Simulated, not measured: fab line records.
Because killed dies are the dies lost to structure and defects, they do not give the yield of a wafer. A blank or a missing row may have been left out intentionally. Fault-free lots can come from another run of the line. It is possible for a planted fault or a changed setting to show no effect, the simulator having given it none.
Which of the tools did it?	flow berkeleyCmos170	21 wafers from 7 lots sampled at 4 of the route's 331 steps

== WHAT THE GAUGES SHOWED, per wafer ==
UCB170_V2_THK_MEAS_04.
lot	measured	on	V2_POLISHED_THK (nm)
L585	day 9 01:48	filmMetro-02	998.1 999.0 999.6
L589	day 9 13:38	filmMetro-02	1001.3 1000.3 999.7
L591	day 10 12:11	filmMetro-04	1000.8 999.3 1000.8
L594	day 10 20:13	filmMetro-03	1000.1 998.3 999.0
L595	day 11 00:22	filmMetro-03	998.8 1000.4 999.7
L596	day 11 12:49	filmMetro-02	749.7 749.9 747.8
L599	day 12 08:00	filmMetro-04	747.6 750.5 747.7

== WHAT TOOL EACH LOT RAN ON (gives the tool, then ch and the chambers of the sampled wafers, and finally the start) ==
lot	UCB170_PFIELD_STRIP_08	UCB170_CONTACT_ETCH_17	UCB170_V2_CMP_02
L585	plasmaAsher-04 ch 0,1, day 5 15:06	rieDiel-03 ch 0,2,3, day 8 15:40	cmp-01 ch 1,2,3, day 9 01:26
L589	plasmaAsher-04 ch 0,1, day 6 00:13	rieDiel-02 ch 0,2,3, day 9 02:50	cmp-01 ch 1,2,3, day 9 13:13
L591	plasmaAsher-02 ch 0,1, day 6 15:24	rieDiel-01 ch 0,2,3, day 10 00:34	cmp-01 ch 1,2,3, day 10 11:49
L594	plasmaAsher-02 ch 0,1, day 6 23:08	rieDiel-01 ch 0,2,3, day 10 09:32	cmp-02 ch 1,2,3, day 10 19:50
L595	plasmaAsher-03 ch 0,1, day 7 05:58	rieDiel-01 ch 0,1, day 10 11:25	cmp-01 ch 0,3, day 10 23:55
L596	plasmaAsher-02 ch 0,1, day 7 20:10	rieDiel-03 ch 0,3, day 11 02:20	cmp-02 ch 0,1,3, day 11 12:26
L599	plasmaAsher-02 ch 0,1, day 8 11:56	rieDiel-02 ch 0,2,3, day 11 21:58	cmp-02 ch 0,1,3, day 12 07:37
- UCB170_PFIELD_STRIP_08: strips in O2.
- UCB170_CONTACT_ETCH_17: etches BARC in N2/H2.
- UCB170_V2_CMP_02: polishes SiO2.

== THE ANSWER, worked out from the rows above alone ==
Rule: the lots themselves supply what counts as usual. The widest of any qualifying gaps counts: lots, ordered by their means at a reading, are off when they make up no more than a third of the lots, leave a main group of 4 or more, and stand apart from it by 3 or more times the standard deviation of that group's means. If all means in a main group match to the digits the tables above print for the reading, that group is not used. A lot without any number at a reading at which 4 lots or more have one is off too. The other lots that the step has rows for count as sound.
Off: at UCB170_V2_THK_MEAS_04 (V2_POLISHED_THK), L596, L599. For the main group the mean is 999.7 nm and the standard deviation 0.61.
If a tool, at a process step before that reading, ran all the lots that are off and no sound lot after the first of them, it fits. Gauges at UCB170_V2_THK_MEAS_04: tried the same way as those tools. Undecided on this evidence; 2 tools fit (plasmaAsher-02 at UCB170_PFIELD_STRIP_08, cmp-02 at UCB170_V2_CMP_02).

== WHAT THE SIMULATOR HAD PUT IN ==
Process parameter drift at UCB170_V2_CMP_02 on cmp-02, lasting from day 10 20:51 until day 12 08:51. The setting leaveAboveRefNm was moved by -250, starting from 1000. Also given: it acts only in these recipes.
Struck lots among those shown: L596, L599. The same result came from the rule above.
